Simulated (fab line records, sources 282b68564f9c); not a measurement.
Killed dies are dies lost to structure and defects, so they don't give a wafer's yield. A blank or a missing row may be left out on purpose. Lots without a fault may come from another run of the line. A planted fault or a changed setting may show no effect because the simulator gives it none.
fab line records | flow rit_cmos
record lots=14 wafers=42 last_day=7
route steps=202 shown M1@188
lots that met no fault: from a run of the same line without faults
start_h: hours from the record's first day to the start of the lot's first wafer shown | wait_h: hours since the lot's step before | " the same as in the row above | L1.1+2: a row that stands for several wafers | - no value, or no start given | * or withheld: withheld | < > ~ a bound
route shown NAME@n: a module of which the file shows steps, and the number in the route of the first | usual: mean/standard deviation of fault-free wafers | same: alike in all rows | chamber/n: place in a boat | sites: the reading at each site | _std_site: their standard deviation | _edge_site: outer sites' mean less inner sites' | radius_mm: how far each site lies from the wafer's centre | mask NAME#n: copy n | behind: the tool/chamber that last shaped the wafer | hold: why the lot was held/for how many hours/how that ended | device: the transistor (n, p or np) that didn't switch | end of line: the same wafers' tests at the end of the route | a step without rows: its recipe alone | killed: dies lost to structure and defects at the first sort, not the wafer's yield | map: a wafer's dies, x killed, . not, _ none there
set.NAME: the setting as run; set.NAME@STEP: as run at that earlier step | model.NAME: the simulator's own value behind a step, which no gauge read
steps of the route over a sample of lots; a table a step, a row a wafer
## steps
# step RIT_M1_COAT_04
# recipe resist=NOVOLAK spin_rpm=2000 resist_thk_nm=1300
# usual exhaust_pa=45.0/0.92 spin_speed_rpm=2000.3/1.1
# columns lot.wafer tool chamber start_h wait_h exhaust_pa spin_speed_rpm
L587.1 litho_track-03 0 54.19 0.1 44.7 2000.0
L587.2 " 0 " " 43.8 2000.7
L587.5 " 0 " " 41.8 1999.8
L588.2 litho_track-04 0 60.24 0.1 45.9 2000.0
L588.5 " 0 " " 46.5 2000.1
L588.6 " 0 " " 46.1 1998.4
L589.1 litho_track-02 0 67.96 0.1 44.8 2000.6
L589.4 " 0 " " 45.2 1999.0
L589.5 " 0 " " 46.7 2000.6
L590.1 litho_track-02 0 70.04 0.1 46.5 1999.6
L590.5 " 0 " " 44.0 2002.1
L590.6 " 0 " " 45.8 1998.5
L591.2 litho_track-03 0 74.42 0.1 44.1 2000.3
L591.5 " 0 " " 44.9 1999.1
L591.6 " 0 " " 45.1 2001.3
L593.3 litho_track-03 0 85.74 0.1 44.7 2001.7
L593.4 " 0 " " 43.7 1999.6
L593.6 " 0 " " 45.1 1998.4
L594.1 litho_track-02 0 94.44 0.1 45.6 1999.6
L594.2 " 0 " " 45.7 1999.2
L594.5 " 0 " " 45.1 1997.4
L595.2 litho_track-04 0 95.72 0.1 45.1 1999.9
L595.5 " 0 " " 46.6 1999.4
L595.6 " 0 " " 46.7 1999.6
L596.1 litho_track-03 0 99.98 0.1 44.9 2000.2
L596.2 " 0 " " 44.6 2000.4
L596.4 " 0 " " 44.4 1999.9
L599.1 litho_track-04 0 118.14 0.1 45.3 1999.3
L599.2 " 0 " " 46.0 1999.8
L599.4 " 0 " " 45.7 2001.3
L600.2 litho_track-03 0 124.53 0.1 44.1 1999.4
L600.3 " 0 " " 45.2 2000.7
L600.5 " 0 " " 44.6 1998.6
L605.1 litho_track-03 0 149.06 0.1 45.3 1713.9
L605.2 " 0 " " 45.4 1712.1
L605.6 " 0 " " 44.0 1713.1
L606.1 litho_track-03 0 151.15 0.1 43.7 1714.6
L606.3 " 0 " " 46.0 1714.2
L606.5 " 0 " " 45.5 1713.9
L609.2 litho_track-02 0 164.67 0.1 45.1 1998.5
L609.3 " 0 " " 45.5 1999.7
L609.4 " 0 " " 44.3 1999.4
# step RIT_M1_CD_MEAS_09
# recipe target_cd_nm=2600
# usual cd_nm=2600.4/2.5
# columns lot.wafer tool chamber start_h wait_h cd_nm
L587.1 cd_sem-02 - 54.92 - 2597.3
L587.2 " - " " 2599.6
L587.5 " - " " 2597.5
L588.2 cd_sem-01 - 61.10 - 2600.0
L588.5 " - " " 2598.6
L588.6 " - " " 2598.9
L589.1 cd_sem-02 - 68.72 - 2601.8
L589.4 " - " " 2603.3
L589.5 " - " " 2602.0
L590.1 cd_sem-01 - 70.90 - 2600.7
L590.5 " - " " 2600.0
L590.6 " - " " 2601.6
L591.2 cd_sem-01 - 75.14 - 2597.4
L591.5 " - " " 2595.6
L591.6 " - " " 2596.6
L593.3 cd_sem-01 - 86.46 - 2598.0
L593.4 " - " " 2597.2
L593.6 " - " " 2597.6
L594.1 cd_sem-01 - 95.17 - 2604.7
L594.2 " - " " 2602.6
L594.5 " - " " 2603.5
L595.2 cd_sem-01 - 96.57 - 2604.9
L595.5 " - " " 2607.2
L595.6 " - " " 2604.7
L596.1 cd_sem-02 - 100.71 - 2599.8
L596.2 " - " " 2599.6
L596.4 " - " " 2602.1
L599.1 cd_sem-01 - 118.93 - 2602.3
L599.2 " - " " 2601.7
L599.4 " - " " 2599.5
L600.2 cd_sem-02 - 125.29 - 2600.5
L600.3 " - " " 2602.2
L600.5 " - " " 2601.0
L605.1 cd_sem-01 - 149.91 - 2609.2
L605.2 " - " " 2608.0
L605.6 " - " " 2608.7
L606.1 cd_sem-01 - 152.00 - 2606.8
L606.3 " - " " 2606.5
L606.5 " - " " 2607.3
L609.2 cd_sem-02 - 165.49 - 2603.4
L609.3 " - " " 2602.7
L609.4 " - " " 2604.3
# step RIT_M1_PROBE_99
# usual defect_limited_yield=97.3/1.2 killed_at_M0_to_M3=0.1/0.34 killed_at_contacts=0.1/0.26 killed_at_front_end=7/3.1 killed_dies=7/3.1 killed_on_rim=1.9/1.5 killed_open=3.5/1.9 killed_short=3.4/2.1 sort_bin_3_pad_short=0.2/0.27 sort_bin_5_function=1.5/0.79 sort_bin_6_memory=1.0/0.63 sort_n_pass=257/3.1 sort_yield_pct=97.3/1.2
# same gross_dies=264 killed_at_M4_up=0 killed_at_back_side=0 killed_at_other=0
# columns lot.wafer tool chamber start_h wait_h defect_limited_yield[%] killed_at_M0_to_M3 killed_at_contacts killed_at_front_end killed_dies killed_on_rim killed_open killed_short sort_bin_3_pad_short[%] sort_bin_5_function[%] sort_bin_6_memory[%] sort_n_pass sort_yield_pct[%]
L587.1 prober-01 - 58.45 0.1 97.7 0 0 6 6 0 4 2 0 1.1 1.1 258 97.7
L587.2 prober-01 - 58.50 0.1 97.3 0 0 7 7 2 2 5 0 1.9 0.8 257 97.3
L587.5 prober-01 - 58.65 0.2 97.3 0 0 7 7 2 4 3 0 2.3 0.4 257 97.3
L588.2 prober-01 - 63.79 0.1 95.5 2 0 10 12 5 4 6 0.4 3.0 1.1 252 95.5
L588.5 prober-01 - 63.94 0.2 97.3 0 0 7 7 2 3 4 0 1.9 0.8 257 97.3
L588.6 prober-01 - 63.99 0.2 98.1 3 0 2 5 0 1 1 0 0 1.9 259 98.1
L589.1 prober-02 - 72.77 0.1 94.7 0 0 14 14 2 5 9 0 3.4 1.9 250 94.7
L589.4 prober-02 - 72.92 0.2 95.5 0 0 12 12 2 7 5 0.4 2.7 1.5 252 95.5
L589.5 prober-02 - 72.97 0.2 99.2 0 0 2 2 0 0 1 0 0.4 0.4 262 99.2
L590.1 prober-01 - 74.27 0.1 97.7 0 0 6 6 1 2 4 0.4 0.4 1.5 258 97.7
L590.5 prober-01 - 74.47 0.2 98.1 0 0 5 5 2 4 1 0 1.5 0.4 259 98.1
L590.6 prober-01 - 74.52 0.2 97.0 0 0 8 8 6 2 6 0.4 1.9 0.8 256 97.0
L591.2 prober-02 - 78.01 0.1 98.5 0 0 4 4 2 2 2 0 0.4 1.1 260 98.5
L591.5 prober-02 - 78.16 0.2 97.3 0 0 7 7 1 6 1 0 1.1 1.5 257 97.3
L591.6 prober-02 - 78.21 0.2 97.3 0 0 7 7 0 5 2 0 0.8 1.9 257 97.3
L593.3 prober-02 - 89.20 0.2 94.3 0 0 15 15 4 7 8 0 3.0 2.7 249 94.3
L593.4 prober-02 - 89.25 0.2 96.6 0 0 9 9 1 6 3 0 3.0 0.4 255 96.6
L593.6 prober-02 - 89.35 0.2 97.0 0 0 8 8 4 4 4 0 1.5 1.5 256 97.0
L594.1 prober-01 - 98.85 0.1 97.7 0 0 6 6 3 4 2 0 1.1 1.1 258 97.7
L594.2 prober-01 - 98.90 0.1 95.5 0 0 12 12 5 3 9 0.8 1.5 2.3 252 95.5
L594.5 prober-01 - 99.05 0.2 98.1 0 0 5 5 0 4 1 0 1.5 0.4 259 98.1
L595.2 prober-02 - 100.40 0.1 93.9 0 0 16 16 5 8 8 0 3.4 2.7 248 93.9
L595.5 prober-02 - 100.55 0.2 96.2 0 0 10 10 2 5 5 0.8 1.5 1.5 254 96.2
L595.6 prober-02 - 100.60 0.2 95.5 0 0 12 12 2 4 8 0.8 1.9 1.9 252 95.5
L596.1 prober-01 - 106.17 0.1 95.5 0 0 12 12 4 9 3 0 3.0 1.5 252 95.5
L596.2 prober-01 - 106.22 0.1 96.6 0 0 9 9 4 3 6 0 1.9 1.5 255 96.6
L596.4 prober-01 - 106.32 0.2 98.1 0 0 5 5 2 2 3 0 1.1 0.8 259 98.1
L599.1 prober-02 - 121.97 0.1 97.3 0 0 7 7 1 4 3 0 1.1 1.5 257 97.3
L599.2 prober-02 - 122.02 0.1 98.1 0 1 4 5 1 1 4 0.4 1.5 0 259 98.1
L599.4 prober-02 - 122.12 0.2 98.9 0 0 3 3 1 2 1 0.4 0.4 0.4 261 98.9
L600.2 prober-01 - 128.15 0.1 99.2 0 0 2 2 1 2 0 0 0.4 0.4 262 99.2
L600.3 prober-01 - 128.20 0.2 97.3 0 0 7 7 2 4 3 0 1.1 1.5 257 97.3
L600.5 prober-01 - 128.30 0.2 97.7 0 0 6 6 0 2 4 0 2.3 0 258 97.7
L605.1 prober-02 - 152.57 0.1 96.6 0 0 9 9 2 4 5 0.8 1.1 1.5 255 96.6
L605.2 prober-02 - 152.62 0.1 97.7 0 0 6 6 1 3 3 0.4 1.1 0.8 258 97.7
L605.6 prober-02 - 152.82 0.2 98.1 0 0 5 5 3 4 1 0 0.8 1.1 259 98.1
L606.1 prober-01 - 154.66 0.1 97.0 0 1 7 8 0 5 3 0 1.9 1.1 256 97.0
L606.3 prober-01 - 154.76 0.2 96.6 0 1 8 9 4 3 6 0.4 1.9 1.1 255 96.6
L606.5 prober-01 - 154.86 0.2 97.0 0 0 8 8 3 3 5 0 2.3 0.8 256 97.0
L609.2 prober-02 - 168.36 0.1 98.5 0 0 4 4 1 3 1 0 0.8 0.8 260 98.5
L609.3 prober-02 - 168.41 0.2 97.7 0 0 6 6 1 3 3 0 2.3 0 258 97.7
L609.4 prober-02 - 168.46 0.2 97.3 0 0 7 7 0 4 3 0 1.9 0.8 257 97.3
# killed by level:class
L587.1 FOX1:geometric_particle:open=2 REOX:geometric_particle:short=2 FOX2:geometric_particle:open=1 REOX:geometric_particle:open=1
L587.2 SPACER:geometric_particle:short=3 GATE:geometric_particle:short=2 GATE:geometric_particle:open=1 SPACER:geometric_particle:open=1
L587.5 SPACER:geometric_particle:open=2 FOX1:geometric_particle:short=1 GATE:geometric_particle:open=1 GATE:geometric_particle:short=1 REOX:geometric_particle:open=1 SPACER:geometric_particle:short=1
L588.2 GATE:geometric_particle:short=3 FOX1:geometric_particle:open=2 SPACER:geometric_particle:open=2 SILICIDE:geometric_particle:short=2 M1:coat_microbubble_printed=2 REOX:geometric_particle:short=1
L588.5 SPACER:geometric_particle:open=2 FOX1:geometric_particle:short=1 FOX2:geometric_particle:open=1 FOX2:geometric_particle:short=1 GATE:geometric_particle:short=1 SILICIDE:geometric_particle:short=1
L588.6 M1:coat_microbubble_printed=3 GATE:geometric_particle:short=1 SILICIDE:geometric_particle:open=1
L589.1 SILICIDE:geometric_particle:short=3 GATE:geometric_particle:open=2 GATE:geometric_particle:short=2 REOX:geometric_particle:short=2 SILICIDE:geometric_particle:open=2 FOX1:geometric_particle:short=1 FOX2:geometric_particle:open=1 SPACER:geometric_particle:short=1
L589.4 GATE:geometric_particle:short=3 GATE:geometric_particle:open=3 FOX1:geometric_particle:short=1 FOX1:geometric_particle:open=1 FOX2:geometric_particle:open=1 REOX:geometric_particle:open=1 SPACER:geometric_particle:short=1 SILICIDE:geometric_particle:open=1
L589.5 SILICIDE:geometric_particle:short=1 PWELL:coat_microbubble_printed=1
L590.1 FOX1:geometric_particle:short=1 FOX2:geometric_particle:short=1 GATE:geometric_particle:short=1 REOX:geometric_particle:open=1 SPACER:geometric_particle:open=1 SPACER:geometric_particle:short=1
L590.5 SILICIDE:geometric_particle:open=2 FOX2:geometric_particle:short=1 GATE:geometric_particle:open=1 SPACER:geometric_particle:open=1
L590.6 GATE:geometric_particle:short=3 FOX2:geometric_particle:open=1 FOX2:geometric_particle:short=1 REOX:geometric_particle:short=1 SPACER:geometric_particle:open=1 SPACER:geometric_particle:short=1
L591.2 GATE:geometric_particle:open=2 GATE:geometric_particle:short=1 SPACER:geometric_particle:short=1
L591.5 FOX2:geometric_particle:open=2 FOX1:geometric_particle:open=1 GATE:geometric_particle:short=1 REOX:geometric_particle:open=1 SPACER:geometric_particle:open=1 SILICIDE:geometric_particle:open=1
L591.6 FOX2:geometric_particle:open=2 FOX1:geometric_particle:short=1 FOX1:geometric_particle:open=1 FOX2:geometric_particle:short=1 SILICIDE:geometric_particle:open=1 STARTING-WAFER:geometric_particle:open=1
L593.3 GATE:geometric_particle:short=5 FOX1:geometric_particle:open=4 FOX2:geometric_particle:open=2 FOX2:geometric_particle:short=1 REOX:geometric_particle:short=1 SPACER:geometric_particle:short=1 SILICIDE:geometric_particle:open=1
L593.4 FOX1:geometric_particle:open=3 FOX1:geometric_particle:short=1 FOX2:geometric_particle:open=1 FOX2:geometric_particle:short=1 REOX:geometric_particle:short=1 REOX:geometric_particle:open=1 SILICIDE:geometric_particle:open=1
L593.6 FOX1:geometric_particle:open=2 REOX:geometric_particle:short=2 FOX1:geometric_particle:short=1 FOX2:geometric_particle:short=1 FOX2:geometric_particle:open=1 GATE:geometric_particle:open=1
L594.1 FOX1:geometric_particle:open=2 FOX2:geometric_particle:short=2 FOX2:geometric_particle:open=1 SILICIDE:geometric_particle:open=1
L594.2 FOX1:geometric_particle:short=3 SPACER:geometric_particle:short=3 GATE:geometric_particle:short=2 FOX2:geometric_particle:open=1 FOX2:geometric_particle:short=1 GATE:geometric_particle:open=1 SILICIDE:geometric_particle:open=1
L594.5 FOX1:geometric_particle:open=2 GATE:geometric_particle:open=2 GATE:geometric_particle:short=1
L595.2 GATE:geometric_particle:short=6 GATE:geometric_particle:open=5 SILICIDE:geometric_particle:open=2 FOX2:geometric_particle:short=1 REOX:geometric_particle:open=1 REOX:geometric_particle:short=1
L595.5 GATE:geometric_particle:open=3 GATE:geometric_particle:short=3 REOX:geometric_particle:open=2 SPACER:geometric_particle:short=1 SILICIDE:geometric_particle:short=1
L595.6 FOX1:geometric_particle:short=2 SILICIDE:geometric_particle:short=2 GATE:geometric_particle:short=2 GATE:geometric_particle:open=2 REOX:geometric_particle:open=2 SPACER:geometric_particle:short=2
L596.1 GATE:geometric_particle:open=3 SPACER:geometric_particle:open=3 FOX1:geometric_particle:open=2 GATE:geometric_particle:short=2 FOX2:geometric_particle:open=1 SILICIDE:geometric_particle:short=1
L596.2 SILICIDE:geometric_particle:short=2 FOX1:geometric_particle:open=1 FOX2:geometric_particle:short=1 GATE:geometric_particle:short=1 GATE:geometric_particle:open=1 REOX:geometric_particle:short=1 SPACER:geometric_particle:open=1 SPACER:geometric_particle:short=1
L596.4 SPACER:geometric_particle:short=2 FOX1:geometric_particle:short=1 REOX:geometric_particle:open=1 SPACER:geometric_particle:open=1
L599.1 FOX1:geometric_particle:open=2 FOX2:geometric_particle:short=2 FOX2:geometric_particle:open=1 GATE:geometric_particle:open=1 SPACER:geometric_particle:short=1
L599.2 REOX:geometric_particle:short=2 GATE:geometric_particle:open=1 SILICIDE:geometric_particle:short=1 CONTACT:geometric_particle:short=1
L599.4 SPACER:geometric_particle:open=1 FOX1:geometric_particle:short=1 GATE:geometric_particle:open=1
L600.2 FOX2:geometric_particle:open=1 GATE:geometric_particle:open=1
L600.3 GATE:geometric_particle:short=2 GATE:geometric_particle:open=2 FOX2:geometric_particle:open=1 SPACER:geometric_particle:short=1 SILICIDE:geometric_particle:open=1
L600.5 FOX1:geometric_particle:short=2 FOX1:geometric_particle:open=1 GATE:geometric_particle:open=1 SPACER:geometric_particle:short=1 SILICIDE:geometric_particle:short=1
L605.1 FOX1:geometric_particle:short=1 FOX2:geometric_particle:short=1 FOX2:geometric_particle:open=1 GATE:geometric_particle:open=1 REOX:geometric_particle:open=1 REOX:geometric_particle:short=1 SPACER:geometric_particle:short=1 SPACER:geometric_particle:open=1
L605.2 GATE:geometric_particle:short=2 FOX2:geometric_particle:open=1 FOX2:geometric_particle:short=1 GATE:geometric_particle:open=1 SPACER:geometric_particle:open=1
L605.6 FOX1:geometric_particle:open=1 GATE:geometric_particle:open=1 REOX:geometric_particle:open=1 SPACER:geometric_particle:short=1 SILICIDE:geometric_particle:open=1
L606.1 FOX1:geometric_particle:open=2 GATE:geometric_particle:short=2 FOX1:geometric_particle:short=1 GATE:geometric_particle:open=1 REOX:geometric_particle:open=1 CONTACT:geometric_particle:open=1
L606.3 GATE:geometric_particle:short=3 FOX1:geometric_particle:short=2 FOX2:geometric_particle:short=1 GATE:geometric_particle:open=1 REOX:geometric_particle:open=1 CONTACT:geometric_particle:open=1
L606.5 GATE:geometric_particle:short=3 FOX1:geometric_particle:open=2 FOX1:geometric_particle:short=1 GATE:geometric_particle:open=1 SPACER:geometric_particle:short=1
L609.2 GATE:geometric_particle:open=3 GATE:geometric_particle:short=1
L609.3 GATE:geometric_particle:short=2 SPACER:geometric_particle:open=2 REOX:geometric_particle:open=1 SILICIDE:geometric_particle:short=1
L609.4 GATE:geometric_particle:short=2 SPACER:geometric_particle:open=2 REOX:geometric_particle:short=1 REOX:geometric_particle:open=1 SILICIDE:geometric_particle:open=1
## key
first_sign step=RIT_M1_COAT_04 reading=spin_speed_rpm direction=down sigmas=99+ usual=2000.3 struck=1713.6
effect step=RIT_M1_CD_MEAS_09 reading=cd_nm direction=up sigmas=2.9 usual=2600.4 struck=2607.7
met_at RIT_M1_COAT_04
struck_lots L605,L606
onset_between 124.53 149.06
fault kind=process_parameter_drift tool=litho_track-03 chamber=- onset_h=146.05 steps=RIT_M1_COAT_04 channel=spin_rpm offset=-286.38 shape=step end_h=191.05 acts_in=these_recipes_only stated=2000
